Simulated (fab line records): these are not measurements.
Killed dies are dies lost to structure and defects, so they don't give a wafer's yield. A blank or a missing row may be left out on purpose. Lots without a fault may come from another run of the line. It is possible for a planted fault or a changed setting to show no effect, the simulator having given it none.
Problem report, 8D (eight disciplines) form, completed by code -- flow rit-cmos -- the parts of the form that need people (team, actions taken, sign-off) are left out

## 1. WHAT WENT WRONG
SILICIDE_TI_RS at RIT_SILICIDE_RS_MEAS_02 reads a mean of 65.4 ohm/sq on 1 wafer of 1 lot; wafers without a fault read 52.6 ohm/sq with a standard deviation of 0.74. That puts it +17 standard deviations away from the usual mean.
The step: measures by four-point-probe.
First seen on wafer L109.1, day 5 18:23, on film-metro-03. The record holds 39 wafers of 13 lots with a number at this step. Rule for "out" (also "out of limits"): further than 4 standard deviations from the usual mean. The rest of the wafers with a number are treated as sound.

## 2. WHAT IT IS; WHAT IT IS NOT
question,is,is not
which readings at this step,SILICIDE_TI_RS,-
which lots,L109,"L100, L101, L102, L103, L112, L114, L116, L117, L119, L996, L997, L999"
which wafers of those lots,L109.1,"L109.3, L109.6"
read on which gauges,film-metro-03,"film-metro-01, film-metro-04"
when,from day 5 18:23,"up to then (23 sound wafers); but 15 sound wafers of L112, L114, L116, L117, L119 came after"

## 3. WHAT RULES OUT EACH SUSPECT
Counting: a tool at a process step up to the reading stays a suspect if it ran every lot that is out. Sound lots after the first of them don't rule it out here, since some wafers of a struck lot are sound.
- the gauge at RIT_SILICIDE_RS_MEAS_02: kept. All the wafers that are out were read on film-metro-03, and no step on other tools shows them out.
- pvd-sputter-02 at RIT_SILICIDE_SPUTTER_01 (material Ti, target thk 30 nm, time 240 s): kept. The lot that is out, L109, ran on it at day 5 18:14; the last sound lot it ran before that was L103, at day 4 12:18.
Remaining after the count are pvd-sputter-02 at RIT_SILICIDE_SPUTTER_01 and film-metro-03 at RIT_SILICIDE_RS_MEAS_02.

## 4. THE CAUSE (what the simulator had put in)
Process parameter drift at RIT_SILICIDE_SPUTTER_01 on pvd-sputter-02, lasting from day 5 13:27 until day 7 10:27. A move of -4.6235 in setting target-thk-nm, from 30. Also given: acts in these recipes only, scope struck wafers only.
Counting left 2 suspects, and this tool is among them.

## 5. THE CHAIN OF EFFECTS, in route order
Rows list readings where the struck wafers' mean (over those with a number) sits beyond 3 standard deviations from the usual. Readings are gone through only where the record gives a usual standard deviation; hours: the median, over the lots, of the time from a lot's start at the first step in this table giving one to that lot's start at this step; sigmas: the change measured in usual standard deviations.
hours,step,reading,usual,on struck wafers,change,sigmas
0,RIT_SILICIDE_RS_MEAS_02,SILICIDE_TI_RS,52.6 ohm/sq,65.4,+12.8,+17
0,RIT_SILICIDE_THK_MEAS_03,SILICIDE_TI_THK,29.1 nm,24.6,-4.5,-14

## 6. HOW IT WOULD HAVE BEEN CAUGHT EARLIER
5 hours passed between the start of the fault at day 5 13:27 and the first reading out of limits at a measuring or inspecting step in this record, taken at day 5 18:23.
Tool readings at RIT_SILICIDE_SPUTTER_01 with a usual standard deviation given in the record: none out on any struck wafer, hence no alarm at a limit of 4 standard deviations on them.
Each of the lots that are out, 1 in all, had begun RIT_SILICIDE_SPUTTER_01 on pvd-sputter-02 no later than day 5 18:23. A hold on the tool at that time would have spared none of them.
